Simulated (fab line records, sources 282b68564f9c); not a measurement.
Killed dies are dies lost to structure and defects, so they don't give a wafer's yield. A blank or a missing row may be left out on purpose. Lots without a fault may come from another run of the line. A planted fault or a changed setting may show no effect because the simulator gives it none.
fab line records | flow rit_cmos
record lots=7 wafers=21 last_day=7
route steps=202 shown ACTIVE@1 M1@202
lots that met no fault: from a run of the same line without faults
start_h: hours from the record's first day to the start of the lot's first wafer shown | wait_h: hours since the lot's step before | " the same as in the row above | L1.1+2: a row that stands for several wafers | - no value, or no start given | * or withheld: withheld | < > ~ a bound
route shown NAME@n: a module of which the file shows steps, and the number in the route of the first | usual: mean/standard deviation of fault-free wafers | same: alike in all rows | chamber/n: place in a boat | sites: the reading at each site | _std_site: their standard deviation | _edge_site: outer sites' mean less inner sites' | radius_mm: how far each site lies from the wafer's centre | mask NAME#n: copy n | behind: the tool/chamber that last shaped the wafer | hold: why the lot was held/for how many hours/how that ended | device: the transistor (n, p or np) that didn't switch | end of line: the same wafers' tests at the end of the route | a step without rows: its recipe alone | killed: dies lost to structure and defects at the first sort, not the wafer's yield | map: a wafer's dies, x killed, . not, _ none there
set.NAME: the setting as run; set.NAME@STEP: as run at that earlier step | model.NAME: the simulator's own value behind a step, which no gauge read
lots at some steps of the route; a table a step, a row a wafer
services: from which hour (start_h, from the record's first day; less than 0 if before it) a tool's chamber was out of use, for how many hours, and why
## steps
# step RIT_ACTIVE_BOW_MEAS_00
# recipe mode=bow
# usual INCOMING_BOW=1/5.7
# columns lot.wafer tool chamber start_h wait_h INCOMING_BOW[um]
L748.2 film_metro-02 - 10.02 - -2
L748.3 " - " " -6
L748.6 " - " " -7
L751.1 film_metro-01 - 25.00 - 4
L751.3 " - " " -1
L751.4 " - " " -3
L753.2 film_metro-04 - 35.02 - -3
L753.5 " - " " -2
L753.6 " - " " -6
L754.1 film_metro-02 - 40.00 - -5
L754.4 " - " " -4
L754.5 " - " " 3
L756.4 film_metro-01 - 50.06 - 7
L756.5 " - " " -4
L756.6 " - " " 15
L762.2 film_metro-02 - 80.02 - 2
L762.3 " - " " -1
L762.4 " - " " 7
L768.2 film_metro-01 - 110.02 - 3
L768.3 " - " " 9
L768.4 " - " " -5
# step RIT_ACTIVE_OXIDATION_01
# recipe temp_c=1000 ambient=O2 target_thk_a=468 ox_time_s=3360
# step RIT_ACTIVE_THK_MEAS_02
# recipe reads=SiO2_of_ACTIVE_OXIDATION_01
# usual ACTIVE_OXIDE_THK=47.0/0.94
# columns lot.wafer tool chamber start_h wait_h ACTIVE_OXIDE_THK[nm]
L748.2 film_metro-01 - 14.96 0.0 45.4
L748.3 " - " " 46.1
L748.6 " - " " 46.4
L751.1 film_metro-02 - 27.48 0.0 48.3
L751.3 " - " " 49.0
L751.4 " - " " 48.5
L753.2 film_metro-01 - 37.86 0.0 46.7
L753.5 " - " " 46.9
L753.6 " - " " 47.6
L754.1 film_metro-01 - 42.41 0.0 46.6
L754.4 " - " " 46.8
L754.5 " - " " 46.5
L756.4 film_metro-01 - 53.49 0.0 47.4
L756.5 " - " " 47.3
L756.6 " - " " 47.8
L762.2 film_metro-04 - 87.63 0.0 47.4
L762.3 " - " " 46.5
L762.4 " - " " 46.9
L768.2 film_metro-04 - 115.09 0.0 48.7
L768.3 " - " " 48.4
L768.4 " - " " 48.4
# step RIT_ACTIVE_CVD_03
# recipe material=Si3N4 target_thk_nm=150 temp_c=810 precursor=SiH2Cl2/NH3 time_s=1500 pressure_mtorr=300 sih2cl2_flow_sccm=60 nh3_flow_sccm=150
# step RIT_ACTIVE_THK_MEAS_04
# recipe reads=Si3N4_of_ACTIVE_CVD_03
# usual ACTIVE_NITRIDE_THK=149.4/1.4
# columns lot.wafer tool chamber start_h wait_h ACTIVE_NITRIDE_THK[nm]
L748.2 film_metro-02 - 16.43 0.0 149.5
L748.3 " - " " 151.2
L748.6 " - " " 149.7
L751.1 film_metro-02 - 28.95 0.0 149.7
L751.3 " - " " 149.0
L751.4 " - " " 149.9
L753.2 film_metro-04 - 39.34 0.0 147.9
L753.5 " - " " 148.0
L753.6 " - " " 148.1
L754.1 film_metro-02 - 44.65 0.0 149.9
L754.4 " - " " 149.7
L754.5 " - " " 150.6
L756.4 film_metro-04 - 55.67 0.0 149.7
L756.5 " - " " 149.6
L756.6 " - " " 149.7
L762.2 film_metro-01 - 89.11 0.0 148.4
L762.3 " - " " 148.1
L762.4 " - " " 148.2
L768.2 film_metro-02 - 117.27 0.0 146.0
L768.3 " - " " 146.0
L768.4 " - " " 145.8
# step RIT_ACTIVE_HMDS_05
# recipe prime_time_s=60 prime_temp_c=140
# step RIT_ACTIVE_COAT_06
# recipe resist=NOVOLAK spin_rpm=3250 resist_thk_nm=995
# step RIT_ACTIVE_SOFTBAKE_07
# recipe resist=NOVOLAK temp_c=90 time_s=60
# step RIT_ACTIVE_EXPOSE_08
# recipe mask_id=M1 na=0.6 source_shape=conventional sigma_outer=0.6 target_cd_nm=1400 dose_mj=225
# step RIT_ACTIVE_PEB_09
# recipe resist=NOVOLAK temp_c=withheld time_s=withheld
# step RIT_ACTIVE_DEVELOP_10
# recipe resist=NOVOLAK develop_time_s=50 dev_temp_c=23
# columns lot.wafer tool chamber start_h wait_h
L748.2+3+6 litho_track-03 0 17 -
L751.1+3+4 litho_track-03 0 29 -
L753.2+5+6 litho_track-03 0 40 -
L754.1+4+5 litho_track-03 0 45 -
L756.4+5+6 litho_track-03 0 56 -
L762.2+3+4 litho_track-04 0 90 -
L768.2+3+4 litho_track-03 0 118 -
# step RIT_ACTIVE_CD_MEAS_11
# recipe target_cd_nm=1400
# usual cd_nm=1399.8/2.2
# columns lot.wafer tool chamber start_h wait_h hold cd_nm
L748.2 cd_sem-02 - 17.48 - - 1399.4
L748.3 " - " " - 1397.9
L748.6 " - " " - 1398.9
L751.1 cd_sem-02 - 30.06 - - 1402.0
L751.3 " - " " - 1404.4
L751.4 " - " " - 1401.7
L753.2 cd_sem-02 - 40.36 - await_dispo/0.2h/release 1380.9
L753.5 " - " " await_dispo/0.2h/release 1380.6
L753.6 " - " " await_dispo/0.2h/release 1378.6
L753.2 cd_sem-02 - 40.65 0.3 - 1380.8
L753.5 " - " " - 1380.7
L753.6 " - " " - 1379.2
L754.1 cd_sem-02 - 45.90 - await_dispo/0.2h/release 1388.7
L754.4 " - " " await_dispo/0.2h/release 1386.6
L754.5 " - " " await_dispo/0.2h/release 1386.9
L754.1 cd_sem-02 - 46.33 0.4 - 1388.6
L754.4 " - " " - 1386.7
L754.5 " - " " - 1387.0
L756.4 cd_sem-02 - 56.74 - await_dispo/0.2h/release 1381.3
L756.5 " - " " await_dispo/0.2h/release 1383.5
L756.6 " - " " await_dispo/0.2h/release 1381.4
L756.4 cd_sem-02 - 57.03 0.3 - 1381.4
L756.5 " - " " - 1383.4
L756.6 " - " " - 1381.2
L762.2 cd_sem-02 - 90.16 - - 1396.6
L762.3 " - " " - 1396.0
L762.4 " - " " - 1396.6
L768.2 cd_sem-02 - 118.32 - - 1395.2
L768.3 " - " " - 1395.7
L768.4 " - " " - 1393.7
# step RIT_ACTIVE_ETCH_13
# recipe stop_on=SiO2 chemistry=SF6 target=Si3N4 time_s=210 over_etch_frac=0.4 SF6_flow_sccm=200 pressure_mtorr=260 rf_w=125 target_depth_a=2100
# usual drypump_motor_current_A=5.5/0.38 oes_product_au=0.818/0.014 throttle_valve_pct=7.47/0.11
# columns lot.wafer tool chamber start_h wait_h drypump_motor_current_A oes_product_au rf_hours_counter_h throttle_valve_pct model.ACTIVE.cd_nm
L748.2 rie_diel-03 3 17.73 0.1 5.7 0.834 161 7.52 1399
L748.3 " 1 " " 5.3 0.812 4 7.40 1398
L748.6 " 0 " " 5.3 0.806 - 7.59 1399
L751.1 rie_diel-01 3 30.33 0.1 5.4 0.815 77 7.45 1402
L751.3 " 0 " " 5.0 0.828 3 7.39 1404
L751.4 " 2 " " 5.9 0.808 57 7.44 1401
L753.2 rie_diel-01 3 44.25 0.1 5.4 0.804 78 7.46 1381
L753.5 " 2 " " 5.9 0.808 - 7.45 1381
L753.6 " 3 " " 5.4 0.802 - 7.44 1379
L754.1 rie_diel-03 1 48.02 0.1 5.3 0.819 4 7.39 1388
L754.4 " 0 " " 5.3 0.804 6 7.58 1387
L754.5 " 3 " " 5.7 0.827 - 7.50 1387
L756.4 rie_diel-01 0 63.75 0.1 5.1 0.831 3 7.38 1381
L756.5 " 1 " " 5.5 0.830 - 7.49 1383
L756.6 " 2 " " 5.9 0.817 - 7.44 1381
L762.2 rie_diel-01 0 90.41 0.1 5.0 0.832 4 7.41 1397
L762.3 " 1 " " 5.5 0.814 157 7.49 1396
L762.4 " 0 " " 5.0 0.831 - 7.38 1397
L768.2 rie_diel-01 2 118.57 0.1 5.9 0.805 59 7.46 1395
L768.3 " 3 " " 5.4 0.790 79 7.45 1396
L768.4 " 3 " " 5.4 0.795 - 7.46 1394
# step RIT_ACTIVE_STRIP_14
# recipe chemistry=O2 time_s=180 resist=NOVOLAK platen_temp_c=withheld power_w=500 pressure_mtorr=4000 o2_flow_sccm=4000
# usual drypump_motor_current_A=5.9/0.41
# columns lot.wafer tool chamber start_h wait_h drypump_motor_current_A rf_hours_counter_h
L748.2 plasma_asher-01 1 17.86 0.1 6.5 37
L748.3 " 1 " " 6.5 -
L748.6 " 1 " " 6.5 -
L751.1 plasma_asher-02 0 30.46 0.1 6.0 39
L751.3 " 0 " " 6.0 -
L751.4 " 1 " " 5.4 -
L753.2 plasma_asher-02 1 44.43 0.1 5.5 40
L753.5 " 1 " " 5.4 -
L753.6 " 0 " " 6.0 -
L754.1 plasma_asher-03 1 48.15 0.1 5.6 41
L754.4 " 0 " " 5.9 -
L754.5 " 0 " " 5.8 -
L756.4 plasma_asher-02 1 63.94 0.1 5.4 -
L756.5 " 0 " " 6.0 -
L756.6 " 1 " " 5.5 -
L762.2 plasma_asher-01 0 90.54 0.1 5.4 46
L762.3 " 1 " " 6.5 -
L762.4 " 0 " " 5.4 -
L768.2 plasma_asher-03 1 118.70 0.1 5.6 49
L768.3 " 0 " " 5.8 -
L768.4 " 1 " " 5.6 -
# step RIT_M1_PROBE_99
# usual killed_at_contacts=0.0/0.2 killed_at_front_end=6.8/2.9 killed_dies=6.8/2.9 killed_open=3.3/1.9 killed_short=3.5/2
# same gross_dies=264 killed_at_M0_to_M3=0 killed_at_M4_up=0 killed_at_back_side=0 killed_at_other=0
# columns lot.wafer tool chamber start_h wait_h killed_at_contacts killed_at_front_end killed_dies killed_open killed_short
L748.2 prober-01 - 69.65 0.1 0 7 7 6 1
L748.3 prober-01 - 69.70 0.2 0 5 5 2 3
L748.6 prober-01 - 69.85 0.2 0 9 9 4 5
L753.2 prober-02 - 102.90 0.1 0 6 6 5 1
L753.5 prober-02 - 103.05 0.2 0 6 6 3 3
L753.6 prober-02 - 103.10 0.2 0 9 9 6 3
L754.1 prober-01 - 127.58 0.1 0 9 9 2 7
L754.4 prober-01 - 127.73 0.2 0 10 10 2 8
L754.5 prober-01 - 127.78 0.2 0 6 6 5 1
L768.2 prober-01 - 163.53 0.1 0 6 6 3 3
L768.3 prober-01 - 163.58 0.2 0 12 12 5 7
L768.4 prober-01 - 163.63 0.2 0 9 9 4 5
# killed by level:class
L748.2 SPACER:geometric_particle:open=3 GATE:geometric_particle:open=2 FOX1:geometric_particle:open=1 FOX1:geometric_particle:short=1
L748.3 FOX2:geometric_particle:short=2 FOX1:geometric_particle:open=1 FOX1:geometric_particle:short=1 SILICIDE:geometric_particle:open=1
L748.6 GATE:geometric_particle:short=2 GATE:geometric_particle:open=2 REOX:geometric_particle:short=2 FOX1:geometric_particle:open=1 SPACER:geometric_particle:open=1 SILICIDE:geometric_particle:short=1
L753.2 GATE:geometric_particle:open=5 GATE:geometric_particle:short=1
L753.5 GATE:geometric_particle:short=3 GATE:geometric_particle:open=2 SILICIDE:geometric_particle:open=1
L753.6 SILICIDE:geometric_particle:open=2 SILICIDE:geometric_particle:short=2 FOX1:geometric_particle:short=1 FOX1:geometric_particle:open=1 GATE:geometric_particle:open=1 REOX:geometric_particle:open=1 SPACER:geometric_particle:open=1
L754.1 FOX2:geometric_particle:short=2 GATE:geometric_particle:short=2 SPACER:geometric_particle:short=2 GATE:geometric_particle:open=1 REOX:geometric_particle:short=1 REOX:geometric_particle:open=1
L754.4 SPACER:geometric_particle:short=3 FOX2:geometric_particle:short=2 SILICIDE:geometric_particle:short=2 FOX2:geometric_particle:open=1 GATE:geometric_particle:short=1 REOX:geometric_particle:open=1
L754.5 REOX:geometric_particle:open=2 GATE:geometric_particle:open=1 REOX:geometric_particle:short=1 SPACER:geometric_particle:open=1 SILICIDE:geometric_particle:open=1
L768.2 GATE:geometric_particle:open=2 GATE:geometric_particle:short=1 REOX:geometric_particle:open=1 REOX:geometric_particle:short=1 SPACER:geometric_particle:short=1
L768.3 GATE:geometric_particle:short=5 GATE:geometric_particle:open=2 FOX2:geometric_particle:open=1 FOX2:geometric_particle:short=1 REOX:geometric_particle:open=1 REOX:geometric_particle:short=1 SILICIDE:geometric_particle:open=1
L768.4 GATE:geometric_particle:short=3 GATE:geometric_particle:open=2 REOX:geometric_particle:short=1 REOX:geometric_particle:open=1 SPACER:geometric_particle:short=1 SPACER:geometric_particle:open=1
## services
# columns tool chamber start_h hours kind
plasma_asher-01 - 15.29 2.2 repair
rie_diel-03 - 72.23 0.4 repair
rie_diel-03 2 76.22 - clean
rie_diel-01 2 84.55 14.7 repair
plasma_asher-03 - 91.42 15.0 pm
rie_diel-03 3 100.78 - clean
rie_diel-03 3 100.78 16.7 scheduled_down
rie_diel-03 3 100.78 16.7 vent_cycle
rie_diel-03 0 103.13 20.8 repair
rie_diel-01 1 114.64 - clean
## key
first_sign step=RIT_ACTIVE_CD_MEAS_11 reading=visit direction=added through=control_loop
effect step=RIT_ACTIVE_CD_MEAS_11 reading=cd_nm direction=down sigmas=7.5 usual=1399.8 struck=1383.2 through=control_loop
model_effect step=RIT_ACTIVE_ETCH_13 value=ACTIVE.cd_nm without=1401 struck=1383
met_at RIT_ACTIVE_DEVELOP_10
struck_wafers L753.2,L753.5,L753.6,L754.1,L754.4,L754.5,L756.4,L756.5,L756.6
rows_end L756.4,L756.5,L756.6
tester_left_out L753,L754
loop_trim step=RIT_ACTIVE_EXPOSE_08 setting=dose lots=L754
onset_between 29 40
fault kind=process_parameter_drift tool=litho_track-03 chamber=- onset_h=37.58 steps=RIT_ACTIVE_DEVELOP_10 channel=develop_time_s offset=* shape=step end_h=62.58 acts_in=* stated=*
# tester_left_out: of these lots the tester's yield and bins aren't shown, on N5 and GAA mostly nor the transistor test; their killed dies are dies lost to structure and defects alone, not to doping, threshold or leakage, so they don't give the yield
# rows_end: these wafers met a further fault down the route, and their rows from its step on are left out
# loop_trim: a control loop set the setting to another value than it would have without faults
